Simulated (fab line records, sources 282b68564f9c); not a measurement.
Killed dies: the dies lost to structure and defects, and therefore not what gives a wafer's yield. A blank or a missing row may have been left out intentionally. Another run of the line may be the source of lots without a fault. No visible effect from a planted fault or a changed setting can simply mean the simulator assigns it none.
Split-lot trial -- flow rit-cmos -- on a route of 202 steps: 5 lots, 23 wafers read

== ABOUT THE SPLIT ==
At RIT_NLDD_COAT_01 (resist thk 1000 nm), the setting spin-rpm was moved away from the recipe's 3250 rpm on 9 of the 23 wafers read, by -6.7% to +5.9%. All remaining wafers had this setting at the recipe value.

== FROM THE SPLIT TO THE READING: what the file shows between them, 3 steps ==
- RIT_NLDD_SOFTBAKE_02: time 60 s
- RIT_NLDD_EXPOSE_03: exposes mask M7, target cd 40700 nm
- RIT_NLDD_DEVELOP_05: develop time 50 s

== THE READING ==
NOVOLAK_of_NLDD_COAT_01.thk-nm (the simulator's own value, which no gauge read), in nm, at RIT_NLDD_HARDBAKE_07 (time 60 s). No usual value for it is given in the file. The 14 wafers here that ran the recipe average 886.0 nm, standard deviation 2.5 nm.

wafer,"tool, chamber at the split","spin-rpm as run, rpm",against the recipe,"NOVOLAK_of_NLDD_COAT_01.thk-nm, nm",against lot-mates on the recipe
L074.1,"litho-track-02, 0",3443,+5.9%,858.6,-23.5
L074.2,"litho-track-02, 0",3443,+5.9%,856.1,-26.0
L074.3,"litho-track-02, 0",3443,+5.9%,856.8,-25.3
L074.4,"litho-track-02, 0",3250,recipe,882,-
L074.6,"litho-track-02, 0",3250,recipe,882.2,-
L076.2,"litho-track-02, 0",3250,recipe,887.1,-
L076.4,"litho-track-02, 0",3250,recipe,884.9,-
L076.6,"litho-track-02, 0",3250,recipe,885.4,-
L078.1,"litho-track-02, 0",3377,+3.9%,865.8,-18.5
L078.2,"litho-track-02, 0",3250,recipe,884.6,-
L078.3,"litho-track-02, 0",3250,recipe,883.9,-
L078.4,"litho-track-02, 0",3377,+3.9%,865.9,-18.4
L078.5,"litho-track-02, 0",3377,+3.9%,865,-19.2
L079.1,"litho-track-01, 0",3250,recipe,888.1,-
L079.2,"litho-track-01, 0",3250,recipe,886.8,-
L079.4,"litho-track-01, 0",3250,recipe,889.6,-
L079.5,"litho-track-01, 0",3250,recipe,890.6,-
L079.6,"litho-track-01, 0",3250,recipe,888.4,-
L083.1,"litho-track-01, 0",3032,-6.7%,917.6,+32.6
L083.2,"litho-track-01, 0",3032,-6.7%,918.3,+33.2
L083.3,"litho-track-01, 0",3250,recipe,886.1,-
L083.4,"litho-track-01, 0",3032,-6.7%,916.1,+31.1
L083.5,"litho-track-01, 0",3250,recipe,884,-

THE FIT
A straight line over all 23 wafers: NOVOLAK_of_NLDD_COAT_01.thk-nm changes by -4.82 nm for each +1% of spin-rpm; r = -0.99; the points scatter about the line by 2.2 nm.
The same after taking each lot's own level away (the mean of its wafers on the recipe; 23 wafers): -4.59 nm for each +1%; r = -1.00; scatter 1.4 nm.
The reading moves by 31 nm for the largest change in spin-rpm, on that fit.
Across the lots, their own levels run from 882.10 to 888.70 nm, a range of 2.6 times the standard deviation given above.
Hence the lot-to-lot level has little effect on the slope; both slopes agree.
Check: +30.8 nm against its lot-mates is what the line predicts for one of the wafers moved furthest among these (-6.7%) when that wafer is left out of the fit. It came out at +32.6 nm against them.

== THESE WAFERS: OTHER SPLITS ==
These wafers also went through other splits before the reading. Each is held against what the fit with the lots' levels taken away leaves over:
other split on the same wafers,wafers away from the commonest value,r with NOVOLAK_of_NLDD_COAT_01.thk-nm (lot level and that fit taken away)
RIT_ACTIVE_CVD_03 temp-c,10,-0.01
RIT_ACTIVE_HARDBAKE_12 temp-c,7,+0.02
RIT_PWELL_IMPLANT_08 energy-kev,6,+0.06
RIT_NRETRO_COAT_01 spin-rpm,10,-0.16
RIT_NRETRO_IMPLANT_08 energy-kev,8,-0.09
RIT_PRETRO_COAT_01 resist-thk-nm,10,+0.29
RIT_GATE_OXIDATION_05 temp-c,15,+0.17
RIT_GATE_CVD_08 pressure-mtorr,15,-0.20
RIT_GATE_DEVELOP_15 dev-temp-c,11,+0.28
RIT_REOX_OXIDATION_03 ox-time-s,15,+0.20

== THE WHOLE CHAIN: every reading that the file lists as answering this split, in the file's order ==
step,what it does,reading,change (the file's fit),r (the file's)
RIT_NLDD_COAT_01,resist thk 1000 nm,"NOVOLAK_of_NLDD_COAT_01.thk-nm (the simulator's own value, which no gauge read)",-5.23 nm for each +1% of the setting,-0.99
RIT_NLDD_HARDBAKE_07,time 60 s,"NOVOLAK_of_NLDD_COAT_01.thk-nm (the simulator's own value, which no gauge read)",-4.58 nm for each +1% of the setting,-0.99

== FILE'S OWN FIT ==
NOVOLAK_of_NLDD_COAT_01.thk-nm changes by -4.58 nm for each +1% of spin-rpm, r = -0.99.
